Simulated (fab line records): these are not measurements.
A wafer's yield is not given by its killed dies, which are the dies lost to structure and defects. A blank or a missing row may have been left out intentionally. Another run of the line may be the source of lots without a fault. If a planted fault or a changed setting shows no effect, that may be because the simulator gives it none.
Split-lot trial | flow rit_cmos | 23 wafers read from 5 lots, route of 202 steps

## THE SPLIT ITSELF
At RIT_NLDD_IMPLANT_08, the setting energy_kev was moved away from the recipe's 20 on 8 of the 23 wafers read, by -5.7% to +3.4%. The other wafers ran this setting at the recipe's value.

Reading taken at the split's own step.

## THE READING
In nm, at RIT_NLDD_IMPLANT_08: implant.drp_nm, which is the simulator's own figure and was read by no gauge. The file gives no usual value for it.

wafer  | tool, chamber at the split | energy_kev as run | against the recipe | implant.drp_nm, nm | against lot-mates on the recipe
L078.1 | implanter-03, 0            | 20                | recipe             | 12.97              | -
L078.3 | implanter-03, 0            | 20                | recipe             | 12.97              | -
L078.5 | implanter-03, 0            | 20                | recipe             | 12.97              | -
L079.1 | implanter-04, 0            | 20                | recipe             | 12.97              | -
L079.4 | implanter-04, 0            | 20                | recipe             | 12.97              | -
L079.5 | implanter-04, 0            | 20                | recipe             | 12.97              | -
L079.3 | implanter-04, 0            | 18.85             | -5.7%              | 12.51              | -0.46
L079.6 | implanter-04, 0            | 18.85             | -5.7%              | 12.51              | -0.46
L080.1 | implanter-03, 0            | 20.49             | +2.4%              | 13.16              | +0.19
L080.4 | implanter-03, 0            | 20.49             | +2.4%              | 13.16              | +0.19
L080.6 | implanter-03, 0            | 20.49             | +2.4%              | 13.16              | +0.19
L080.3 | implanter-03, 0            | 20                | recipe             | 12.97              | -
L080.5 | implanter-03, 0            | 20                | recipe             | 12.97              | -
L082.1 | implanter-03, 0            | 20                | recipe             | 12.97              | -
L082.2 | implanter-03, 0            | 20                | recipe             | 12.97              | -
L082.4 | implanter-03, 0            | 20                | recipe             | 12.97              | -
L082.5 | implanter-03, 0            | 20                | recipe             | 12.97              | -
L082.6 | implanter-03, 0            | 20                | recipe             | 12.97              | -
L084.1 | implanter-04, 0            | 20.67             | +3.4%              | 13.23              | +0.26
L084.4 | implanter-04, 0            | 20.67             | +3.4%              | 13.23              | +0.26
L084.5 | implanter-04, 0            | 20.67             | +3.4%              | 13.23              | +0.26
L084.3 | implanter-04, 0            | 20                | recipe             | 12.97              | -
L084.6 | implanter-04, 0            | 20                | recipe             | 12.97              | -

FIT RESULTS
A straight line over all 23 wafers: implant.drp_nm changes by +0.079 nm for each +1% of energy_kev; r = +1.00; the points scatter about the line by 0.0023 nm.
The same after taking each lot's own level away (the mean of its wafers on the recipe; 23 wafers): +0.079 nm for each +1%; r = +1.00; scatter 0.0023 nm.
The reading moves by 0.45 nm for the largest change in energy_kev, on that fit.
The lots' own levels span 12.970 to 12.970 nm.
Consequently the slope shifts little with the lot-to-lot level, the two slopes agreeing.
Check: for one of the wafers moved furthest among these (-5.7%), held out of the fit, the line's prediction against its lot-mates is -0.454 nm. Against them it came out at -0.46 nm.

## THESE WAFERS: OTHER SPLITS
Other splits were also applied to these wafers ahead of the reading. Each is held against what the fit with the lots' levels taken away leaves over:
other split on the same wafers | wafers away from the commonest value | r with implant.drp_nm (lot level and that fit taken away)
RIT_GATE_SOFTBAKE_12 time_s    | 8                                    | -0.11

## THE WHOLE CHAIN: every reading that the file lists as answering this split, in the file's order
step                | what it does | reading                                                         | change (the file's fit)                | r (the file's)
RIT_NLDD_IMPLANT_08 |              | implant.rp_nm (the simulator's own value, which no gauge read)  | +0.188 nm for each +1% of the setting  | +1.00
RIT_NLDD_IMPLANT_08 |              | implant.drp_nm (the simulator's own value, which no gauge read) | +0.0787 nm for each +1% of the setting | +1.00

## THE FILE'S OWN FIT
implant.drp_nm changes by +0.0787 nm for each +1% of energy_kev, r = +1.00.
